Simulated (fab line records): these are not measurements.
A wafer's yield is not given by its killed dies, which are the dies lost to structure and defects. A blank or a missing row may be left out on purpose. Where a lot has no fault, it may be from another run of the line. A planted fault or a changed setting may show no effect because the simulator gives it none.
Which of the tools did it? / flow berkeley cmos170 / Sampling: 7 lots, 21 wafers, 3 of 331 route steps

== WHAT THE GAUGES READ, wafer by wafer ==
UCB170_NLDD_TW_MEAS_11.
lot=L256; measured=day 8 00:01; on=film metro-02; NLDD_TW=2190 2192 2185
lot=L262; measured=day 8 19:07; on=film metro-02; NLDD_TW=2196 2202 2184
lot=L264; measured=day 9 12:16; on=film metro-02; NLDD_TW=2207 2203 2200
lot=L266; measured=day 9 21:06; on=film metro-02; NLDD_TW=2213 2216 2205
lot=L272; measured=day 11 07:46; on=film metro-02; NLDD_TW=30 30 30 29 30 30
lot=L274; measured=day 11 08:44; on=film metro-03; NLDD_TW=2228 2222 2220
lot=L278; measured=day 12 07:13; on=film metro-02; NLDD_TW=2214 2209 2218

== WHICH TOOL RAN EACH LOT (tool, then ch and the chambers of the sampled wafers, then the start) ==
lot=L256; UCB170_PLDD_STRIP_10=plasma asher-01 ch 0,1, day 7 22:17; UCB170_NLDD_STRIP_10=plasma asher-03 ch 0,1, day 7 23:55
lot=L262; UCB170_PLDD_STRIP_10=plasma asher-03 ch 0,1, day 8 16:44; UCB170_NLDD_STRIP_10=plasma asher-02 ch 0,1, day 8 19:00
lot=L264; UCB170_PLDD_STRIP_10=plasma asher-04 ch 0,1, day 9 09:37; UCB170_NLDD_STRIP_10=plasma asher-02 ch 0,1, day 9 12:10
lot=L266; UCB170_PLDD_STRIP_10=plasma asher-01 ch 0,1, day 9 18:41; UCB170_NLDD_STRIP_10=plasma asher-03 ch 0,1, day 9 21:01
lot=L272; UCB170_PLDD_STRIP_10=plasma asher-01 ch 0,1, day 11 04:28; UCB170_NLDD_STRIP_10=plasma asher-02 ch 0, day 11 07:40
lot=L274; UCB170_PLDD_STRIP_10=plasma asher-03 ch 0,1, day 11 05:06; UCB170_NLDD_STRIP_10=plasma asher-02 ch 0,1, day 11 08:39
lot=L278; UCB170_PLDD_STRIP_10=plasma asher-01 ch 0,1, day 12 04:48; UCB170_NLDD_STRIP_10=plasma asher-02 ch 0,1, day 12 07:07
- UCB170_PLDD_STRIP_10: strips in O2.
- UCB170_NLDD_STRIP_10: strips in O2.

== THE ANSWER, worked out from the rows above alone ==
Rule: usual is defined by the lots themselves. The widest of any qualifying gaps counts: lots, ordered by their means at a reading, are off when they make up no more than a third of the lots, leave a main group of 4 or more, and stand apart from it by 3 or more times the standard deviation of that group's means. A main group is skipped when, at the precision printed for the reading in the tables above, its means are all equal. Also off: a lot with no number at a reading for which 4 or more lots have one. Any other lot the step has rows for is counted as sound.
Off: L272, at UCB170_NLDD_TW_MEAS_11 (NLDD_TW). Main group: mean 2206, sd 12.
If a tool, at a process step before that reading, ran all the lots that are off and no sound lot after the first of them, it fits. The gauges at UCB170_NLDD_TW_MEAS_11 are tried like those tools. Not one of the candidates tried fits.

== WHAT THE SIMULATOR HAD PUT IN ==
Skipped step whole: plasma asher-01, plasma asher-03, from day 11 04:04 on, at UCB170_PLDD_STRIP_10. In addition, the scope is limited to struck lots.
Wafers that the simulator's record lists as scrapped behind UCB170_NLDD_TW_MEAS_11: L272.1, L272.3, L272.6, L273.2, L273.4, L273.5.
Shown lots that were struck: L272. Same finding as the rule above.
